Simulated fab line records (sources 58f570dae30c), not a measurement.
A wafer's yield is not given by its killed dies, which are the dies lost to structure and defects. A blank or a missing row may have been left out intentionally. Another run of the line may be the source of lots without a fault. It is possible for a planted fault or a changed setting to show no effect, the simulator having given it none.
What tool caused it? ; flow berkeley cmos170 ; 14 lots (42 wafers sampled), 1 step of a 331-step route

WHAT THE GAUGES SHOWED, per wafer
The record lacks any reading of a measuring or inspecting step that a usual standard deviation could be used to judge.

EACH LOT AND THE TOOL THAT RAN IT (in order: tool; ch and the chambers of the sampled wafers; start)
lot;UCB170_M1_COAT_04
L161;litho track-01 ch 0, day 8 00:00
L164;litho track-03 ch 0, day 8 07:00
L162;litho track-03 ch 0, day 8 12:00
L167;litho track-01 ch 0, day 9 07:00
L166;litho track-03 ch 0, day 9 09:00
L165;litho track-01 ch 0, day 9 09:00
L168;litho track-04 ch 0, day 9 18:00
L169;litho track-01 ch 0, day 9 20:00
L173;litho track-01 ch 0, day 9 21:00
L181;litho track-04 ch 0, day 12 04:00
L180;litho track-03 ch 0, day 12 04:00
L182;litho track-03 ch 0, day 12 05:00
L183;litho track-04 ch 0, day 12 05:00
L184;litho track-03 ch 0, day 13 07:00
- UCB170_M1_COAT_04: resist thk 900 nm.

WHAT THE TOOLS THEMSELVES READ (means of the sampled wafers that have a number; where no wafer has one, the mark that the record gives instead)
UCB170_M1_COAT_04. Usual: chill plate temp C 23.01 C, standard deviation 0.092; spin speed rpm 1500.0 rpm, standard deviation 0.82.
lot;tool;chill plate temp C (C);spin speed rpm (rpm);flag
L161;litho track-01;22.91;1501.2;
L164;litho track-03;23.06;1498.7;
L162;litho track-03;23.04;1500.6;
L167;litho track-01;23.04;1500.9;
L166;litho track-03;23.11;1501.2;
L165;litho track-01;23.07;1499.6;
L168;litho track-04;23.10;1500.0;
L169;litho track-01;23.11;1414.4;OFF
L173;litho track-01;23.12;1413.9;OFF
L181;litho track-04;23.09;1499.9;
L180;litho track-03;22.90;1500.5;
L182;litho track-03;23.08;1499.1;
L183;litho track-04;23.02;1500.8;
L184;litho track-03;22.94;1500.0;

THE ANSWER, worked out from the rows above alone
Rule: a lot is off if the mean of its wafers that have a number lies more than 3 standard deviations from the usual mean. A lot without any number at a reading at which 4 lots or more have one is off too. Where the step has rows for the other lots, those lots are counted as sound. First the gauges in route order, then the tools' own readings, where a lot's mean is used as printed above. The first step at which some lot is off is used, and at that step the reading that is off furthest; a lot without a number counts as furthest.
Off: L169, L173, at UCB170_M1_COAT_04 (spin speed rpm).
If a tool, at that step or one of the process steps before it, ran each lot that is off and ran no sound lot following the first of them, it fits. One candidate fits, namely litho track-01 at UCB170_M1_COAT_04. Its last sound lot is L165 (day 9 09:00), its first lot that is off L169 (day 9 20:00): a fault that began between those two fits.
The tool's own readings at UCB170_M1_COAT_04 bear it out: on the lots that are off they differ by more than 5 times the standard deviation of the sound lots' means. spin speed rpm reads 1414.2 rpm there against 1500.2 rpm on the sound lots.

WHAT WAS PUT IN BY THE SIMULATOR
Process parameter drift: litho track-01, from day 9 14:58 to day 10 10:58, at UCB170_M1_COAT_04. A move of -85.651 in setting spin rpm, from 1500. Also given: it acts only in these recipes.
Lots struck among those shown: L169, L173. Same finding as the rule above.
